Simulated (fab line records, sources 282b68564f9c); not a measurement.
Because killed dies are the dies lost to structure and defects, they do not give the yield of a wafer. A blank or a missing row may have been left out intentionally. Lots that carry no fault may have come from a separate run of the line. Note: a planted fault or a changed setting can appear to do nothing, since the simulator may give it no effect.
Split-lot experiment	flow ritCmos	on a route of 202 steps: 5 lots, 23 wafers read

THE SPLIT
At RIT_M1_DEVELOP_08 (develop time 68 s), the setting developTimeS was moved away from the recipe's 68 s on 8 of the 23 wafers read, by -15.0% to -7.5%. All remaining wafers had this setting at the recipe value.

FROM THE SPLIT TO THE READING: what the file shows between them, 4 steps
- RIT_M1_CD_MEAS_09: target cd 2600 nm
- RIT_M1_METAL_ETCH_12: etches Al in Cl2/BCl3, stops on SiO2, time 165 s, target depth 600 nm (also split here: rfW)
- RIT_M1_STRIP_13: strips in nmp, time 600 s
- RIT_M1_STRIP_14: strips in O2, time 180 s

THE READING
cdNm, in nm, at RIT_M1_CD_MEAS_90 (target cd 2600 nm). Fault-free wafers of this fab line usually give 2600.7 nm, standard deviation 2.8 nm.

wafer	tool, chamber at the split	developTimeS as run, s	against the recipe	cdNm, nm	against lot-mates on the recipe
L074.1	lithoTrack-02, 0	68	recipe	2595.4	-
L074.2	lithoTrack-02, 0	57.83	-15.0%	2617.7	+20.7
L074.3	lithoTrack-02, 0	68	recipe	2599.4	-
L074.5	lithoTrack-02, 0	68	recipe	2596.3	-
L074.6	lithoTrack-02, 0	57.83	-15.0%	2611.6	+14.6
L076.1	lithoTrack-02, 0	62.92	-7.5%	2607.1	+4.6
L076.3	lithoTrack-02, 0	68	recipe	2604.0	-
L076.4	lithoTrack-02, 0	68	recipe	2601.0	-
L076.5	lithoTrack-02, 0	62.92	-7.5%	2611.3	+8.8
L076.6	lithoTrack-02, 0	62.92	-7.5%	2607.0	+4.5
L081.1	lithoTrack-02, 0	68	recipe	2605.2	-
L081.2	lithoTrack-02, 0	68	recipe	2601.4	-
L081.3	lithoTrack-02, 0	59	-13.2%	2613.7	+10.4
L081.4	lithoTrack-02, 0	59	-13.2%	2615.6	+12.3
L081.6	lithoTrack-02, 0	59	-13.2%	2612.7	+9.4
L082.2	lithoTrack-01, 0	68	recipe	2605.9	-
L082.3	lithoTrack-01, 0	68	recipe	2602.3	-
L082.4	lithoTrack-01, 0	68	recipe	2602.6	-
L082.5	lithoTrack-01, 0	68	recipe	2604.6	-
L082.6	lithoTrack-01, 0	68	recipe	2599.8	-
L083.1	lithoTrack-02, 0	68	recipe	2599.2	-
L083.5	lithoTrack-02, 0	68	recipe	2601.5	-
L083.6	lithoTrack-02, 0	68	recipe	2599.9	-

FIT RESULTS
A straight line over all 23 wafers: cdNm changes by -0.936 nm for each +1% of developTimeS; r = -0.90; the points scatter about the line by 2.8 nm.
The same after taking each lot's own level away (the mean of its wafers on the recipe; 23 wafers): -0.964 nm for each +1%; r = -0.93; scatter 2.4 nm.
On that fit, the largest move of developTimeS shifts the reading by 14 nm.
Across the lots, their own levels run from 2597.03 to 2603.30 nm, a range of 2.2 times the standard deviation given above.
So the lot-to-lot level changes the slope little: the two slopes agree.
Check: +12.7 nm against its lot-mates is what the line predicts for one of the wafers moved furthest among these (-15.0%) when that wafer is left out of the fit. Against them it came out at +20.7 nm.

THE OTHER SPLITS THESE WAFERS WENT THROUGH
Other splits were also applied to these wafers ahead of the reading. Each is held against what the fit with the lots' levels taken away leaves over:
other split on the same wafers	wafers away from the commonest value	r with cdNm (lot level and that fit taken away)
RIT_SILICIDE_SPUTTER_01 timeS	7	+0.20
RIT_CONTACT_EXPOSE_05 doseMj	10	-0.41
RIT_CONTACT_DEVELOP_07 developTimeS	6	-0.02
RIT_M1_SPUTTER_00 timeS	8	+0.02
RIT_M1_METAL_ETCH_12 rfW	9	-0.38

THE WHOLE CHAIN: every reading that the file lists as answering this split, in the file's order
step	what it does	reading	change (the file's fit)	r (the file's)
RIT_M1_CD_MEAS_09	target cd 2600 nm	cdNm	-0.934 nm for each +1% of the setting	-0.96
RIT_M1_METAL_ETCH_12	etches Al in Cl2/BCl3, stops on SiO2, time 165 s, target depth 600 nm	M1.cdNm (the simulator's own value, which no gauge read)	-0.992 nm for each +1% of the setting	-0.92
RIT_M1_CD_MEAS_90	target cd 2600 nm	cdNm	-0.99 nm for each +1% of the setting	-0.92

THE FILE'S OWN FIT
cdNm changes by -0.99 nm for each +1% of developTimeS, r = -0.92.
